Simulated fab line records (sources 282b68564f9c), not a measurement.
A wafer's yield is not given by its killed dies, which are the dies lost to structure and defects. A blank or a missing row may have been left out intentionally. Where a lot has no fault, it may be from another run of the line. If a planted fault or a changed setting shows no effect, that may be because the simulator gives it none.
The tool behind it: which one? || flow rit cmos || 13 lots with 39 wafers sampled at 2 steps, on a route of 202 steps

## WHAT EACH GAUGE READ, for each wafer
No reading from a measuring or inspecting step in the record can be judged against a usual standard deviation.

## TOOL THAT RAN EACH LOT (tool first, then ch and the chambers of the sampled wafers, then the start)
{"lot": "L525", "RIT_M1_METAL_ETCH_12": "rie metal-03 ch 0, day 3 22:17", "RIT_M1_PROBE_99": "-"}
{"lot": "L526", "RIT_M1_METAL_ETCH_12": "rie metal-02 ch 0,1, day 4 00:43", "RIT_M1_PROBE_99": "-"}
{"lot": "L527", "RIT_M1_METAL_ETCH_12": "rie metal-01 ch 0,1, day 4 01:09", "RIT_M1_PROBE_99": "-"}
{"lot": "L528", "RIT_M1_METAL_ETCH_12": "rie metal-03 ch 0,1, day 4 05:25", "RIT_M1_PROBE_99": "-"}
{"lot": "L532", "RIT_M1_METAL_ETCH_12": "rie metal-02 ch 0,1, day 5 04:38", "RIT_M1_PROBE_99": "prober-01, day 5 06:56"}
{"lot": "L533", "RIT_M1_METAL_ETCH_12": "rie metal-03 ch 0,1, day 5 10:55", "RIT_M1_PROBE_99": "-"}
{"lot": "L538", "RIT_M1_METAL_ETCH_12": "rie metal-02 ch 0,1, day 6 06:34", "RIT_M1_PROBE_99": "prober-01, day 6 08:51"}
{"lot": "L539", "RIT_M1_METAL_ETCH_12": "rie metal-01 ch 1, day 6 13:03", "RIT_M1_PROBE_99": "-"}
{"lot": "L541", "RIT_M1_METAL_ETCH_12": "rie metal-02 ch 0,1, day 7 00:26", "RIT_M1_PROBE_99": "-"}
{"lot": "L543", "RIT_M1_METAL_ETCH_12": "rie metal-02 ch 0,1, day 7 09:52", "RIT_M1_PROBE_99": "prober-02, day 7 12:10"}
{"lot": "L545", "RIT_M1_METAL_ETCH_12": "rie metal-01 ch 0,1, day 7 13:08", "RIT_M1_PROBE_99": "-"}
{"lot": "L546", "RIT_M1_METAL_ETCH_12": "rie metal-02 ch 0,1, day 7 21:51", "RIT_M1_PROBE_99": "-"}
{"lot": "L548", "RIT_M1_METAL_ETCH_12": "rie metal-01 ch 0,1, day 8 07:57", "RIT_M1_PROBE_99": "-"}
- RIT_M1_METAL_ETCH_12: etches Al in Cl2/BCl3, stops on SiO2, time 165 s, target depth 600 nm.
- RIT_M1_PROBE_99

## WHAT THE TOOLS THEMSELVES READ (means of the sampled wafers that have a number; where no wafer has one, the mark that the record gives instead)
RIT_M1_METAL_ETCH_12.
{"lot": "L525", "tool": "rie metal-03", "drypump motor current A (A)": 5.3, "mfc cl2 sccm (sccm)": 59.99, "oes product au (a.u.)": 0.802, "run length s (s)": 192.9, "throttle valve pct (%)": 8.14}
{"lot": "L526", "tool": "rie metal-02", "drypump motor current A (A)": 6.3, "mfc cl2 sccm (sccm)": 60.05, "oes product au (a.u.)": 0.773, "run length s (s)": 192.7, "throttle valve pct (%)": 8.26}
{"lot": "L527", "tool": "rie metal-01", "drypump motor current A (A)": 5.9, "mfc cl2 sccm (sccm)": 60.18, "oes product au (a.u.)": 0.773, "run length s (s)": 193.7, "throttle valve pct (%)": 8.26}
{"lot": "L528", "tool": "rie metal-03", "drypump motor current A (A)": 5.6, "mfc cl2 sccm (sccm)": 60.13, "oes product au (a.u.)": 0.802, "run length s (s)": 192.7, "throttle valve pct (%)": 8.16}
{"lot": "L532", "tool": "rie metal-02", "drypump motor current A (A)": 6.2, "mfc cl2 sccm (sccm)": 59.94, "oes product au (a.u.)": 0.762, "run length s (s)": 193.0, "throttle valve pct (%)": 8.24}
{"lot": "L533", "tool": "rie metal-03", "drypump motor current A (A)": 5.6, "mfc cl2 sccm (sccm)": 59.73, "oes product au (a.u.)": 0.761, "run length s (s)": 208.2, "throttle valve pct (%)": 8.17}
{"lot": "L538", "tool": "rie metal-02", "drypump motor current A (A)": 6.2, "mfc cl2 sccm (sccm)": 59.95, "oes product au (a.u.)": 0.757, "run length s (s)": 193.5, "throttle valve pct (%)": 8.25}
{"lot": "L539", "tool": "rie metal-01", "drypump motor current A (A)": 5.7, "mfc cl2 sccm (sccm)": 59.74, "oes product au (a.u.)": 0.783, "run length s (s)": 194.2, "throttle valve pct (%)": 8.29}
{"lot": "L541", "tool": "rie metal-02", "drypump motor current A (A)": 6.3, "mfc cl2 sccm (sccm)": 59.97, "oes product au (a.u.)": 0.772, "run length s (s)": 193.0, "throttle valve pct (%)": 8.25}
{"lot": "L543", "tool": "rie metal-02", "drypump motor current A (A)": 6.1, "mfc cl2 sccm (sccm)": 59.98, "oes product au (a.u.)": 0.767, "run length s (s)": 193.4, "throttle valve pct (%)": 8.23}
{"lot": "L545", "tool": "rie metal-01", "drypump motor current A (A)": 5.8, "mfc cl2 sccm (sccm)": 60.03, "oes product au (a.u.)": 0.777, "run length s (s)": 193.7, "throttle valve pct (%)": 8.27}
{"lot": "L546", "tool": "rie metal-02", "drypump motor current A (A)": 6.1, "mfc cl2 sccm (sccm)": 60.18, "oes product au (a.u.)": 0.759, "run length s (s)": 193.1, "throttle valve pct (%)": 8.24}
{"lot": "L548", "tool": "rie metal-01", "drypump motor current A (A)": 6.0, "mfc cl2 sccm (sccm)": 59.94, "oes product au (a.u.)": 0.770, "run length s (s)": 192.9, "throttle valve pct (%)": 8.23}

RIT_M1_PROBE_99.
{"lot": "L532", "tool": "prober-01", "defect limited yield (%)": 97.5, "killed at contacts": 0.0, "killed at front end": 6.7, "killed dies": 6.7, "killed on rim": 1.7, "killed open": 3.7, "killed short": 3.0, "sort_bin_3_pad_short (%)": 0.0, "sort_bin_5_function (%)": 1.9, "sort_bin_6_memory (%)": 0.6, "sort n pass": 257.3, "sort yield pct (%)": 97.5}
{"lot": "L538", "tool": "prober-01", "defect limited yield (%)": 97.5, "killed at contacts": 0.0, "killed at front end": 6.7, "killed dies": 6.7, "killed on rim": 2.3, "killed open": 2.0, "killed short": 4.7, "sort_bin_3_pad_short (%)": 0.3, "sort_bin_5_function (%)": 1.3, "sort_bin_6_memory (%)": 1.0, "sort n pass": 257.3, "sort yield pct (%)": 97.5}
{"lot": "L543", "tool": "prober-02", "defect limited yield (%)": 97.1, "killed at contacts": 0.0, "killed at front end": 7.7, "killed dies": 7.7, "killed on rim": 2.0, "killed open": 2.7, "killed short": 4.7, "sort_bin_3_pad_short (%)": 0.0, "sort_bin_5_function (%)": 1.6, "sort_bin_6_memory (%)": 1.3, "sort n pass": 256.3, "sort yield pct (%)": 97.1}

## THE ANSWER, worked out from the rows above alone
Rule: what is usual is taken from the lots themselves. Put in order of their means at a reading, lots are off if they are a third of the lots or fewer, leave a main group of 4 or more, and stand apart from it by a gap of 3 or more times the standard deviation of the main group's means; of several such gaps the widest counts. The tables above print the reading to a certain number of digits; a main group whose means all agree to those digits is not used. A lot without any number at a reading at which 4 lots or more have one is off too. Any other lot the step has rows for is counted as sound. Order of review: gauges by route order, followed by the tools' own readings, for which a lot's mean as printed above is used. The first step at which some lot is off is used, and at that step the reading that is off furthest; a lot without a number counts as furthest.
Off, at RIT_M1_METAL_ETCH_12 on run length s: L533. The main group: mean 193.2 s, standard deviation 0.45.
If a tool, at that step or one of the process steps before it, ran each lot that is off and ran no sound lot following the first of them, it fits. One candidate fits, namely rie metal-03 at RIT_M1_METAL_ETCH_12. Its last sound lot is L528 (day 4 05:25), its first lot that is off L533 (day 5 10:55): a fault that began between those two fits.
On the lots that are off, the tool's own readings at RIT_M1_METAL_ETCH_12 differ by more than 5 times the standard deviation of the sound lots' means, which bears it out; run length s reads 208.2 s there versus 193.2 s on the sound lots.

## WHAT THE SIMULATOR PUT IN
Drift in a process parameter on rie metal-03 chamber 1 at RIT_M1_METAL_ETCH_12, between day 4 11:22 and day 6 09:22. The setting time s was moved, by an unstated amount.
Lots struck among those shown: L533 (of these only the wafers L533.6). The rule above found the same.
